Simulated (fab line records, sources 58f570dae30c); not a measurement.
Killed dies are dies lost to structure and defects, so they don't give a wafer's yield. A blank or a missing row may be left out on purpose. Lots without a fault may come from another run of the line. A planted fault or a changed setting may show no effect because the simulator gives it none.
Problem report in the 8D (eight disciplines) form, filled by code | flow berkeley_cmos170 | the parts of the form that need people (team, actions taken, sign-off) are left out

1. THE PROBLEM
PFIELD_TW at UCB170_PFIELD_TW_MEAS_09 reads a mean of 509 on 6 wafers of 2 lots; wafers without a fault read 605 with a standard deviation of 4.7. That is -20 standard deviations from the usual mean.
First seen on wafer L179.1, day 7 22:21, on film_metro-01. The record holds 42 wafers of 14 lots with a number at this step. Rule for "out", or "out of limits": more than 4 standard deviations from the usual mean. The other wafers with a number count as sound.

2. WHAT IT IS AND WHAT IT IS NOT
question                    | is                           | is not
which readings at this step | PFIELD_TW                    | -
which lots                  | L179, L180                   | L164, L165, L166, L168, L169, L170, L172, L175, L176, L177, L184, L185
which wafers of those lots  | all that have a number       | -
read on which gauges        | film_metro-01, film_metro-03 | film_metro-02
when                        | from day 7 22:21             | up to then (30 sound wafers); but 6 sound wafers of L184, L185 came after

3. SUSPECTS, AND WHAT RULES EACH OUT
Counting: a tool at a process step up to the reading stays a suspect if it ran every lot that is out and no sound lot after the first of them.
- the gauge at UCB170_PFIELD_TW_MEAS_09: ruled out. The wafers that are out were read on 2 gauges (film_metro-01, film_metro-03).
- implanter-04 at UCB170_PFIELD_IMPLANT_07: kept. It ran every lot that is out, first L179 (day 7 22:06), and no sound lot after that; its last sound lot up to then is L177 (day 7 12:38). Its own readings are out on those wafers: dose_ions_cm2, faraday_current_uA.
Left after counting: implanter-04 at UCB170_PFIELD_IMPLANT_07.

4. THE CAUSE (what the simulator had put in)
Process parameter drift: implanter-04, from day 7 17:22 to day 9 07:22, at UCB170_PFIELD_IMPLANT_07. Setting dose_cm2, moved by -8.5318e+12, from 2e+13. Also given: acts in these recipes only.
Counting left only this tool.

5. THE CHAIN OF EFFECTS, in route order
Each row: a reading whose mean over the struck wafers that have a number lies more than 3 standard deviations from the usual. Only readings for which the record gives a usual standard deviation are gone through. hours: the time from each lot's start at the first step in this table that gives one to its start at this step, as a median over the lots. sigmas: the change in usual standard deviations.
hours | step                     | reading            | usual | on struck wafers | change | sigmas
0     | UCB170_PFIELD_IMPLANT_07 | dose_ions_cm2      | 2e+13 | 1e+13            | -9e+12 | -99 or more
0     | UCB170_PFIELD_IMPLANT_07 | faraday_current_uA | 63.5  | 36.6             | -26.9  | -21
0     | UCB170_PFIELD_TW_MEAS_09 | PFIELD_TW          | 605   | 509              | -96    | -20
The process steps in it:
- UCB170_PFIELD_IMPLANT_07
Later measuring or inspecting steps at which every struck wafer that the step has a row for has a number for every such reading, and none has moved that far: UCB170_NVT_TW_MEAS_09, UCB170_NSD_CD_MEAS_06.

6. WHAT WOULD HAVE CAUGHT IT SOONER
In this record the first reading out of limits at a measuring or inspecting step was taken at day 7 22:21, 5 hours after the fault began at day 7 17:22.
The tool's own readings at UCB170_PFIELD_IMPLANT_07 were out on every struck wafer that the step has a row for (dose_ions_cm2, faraday_current_uA): an alarm limit on them would have fired on the first of those.
Of the lots that are out (2), L180 began UCB170_PFIELD_IMPLANT_07 on implanter-04 after day 7 22:21. A hold on the tool at that time would have spared it.
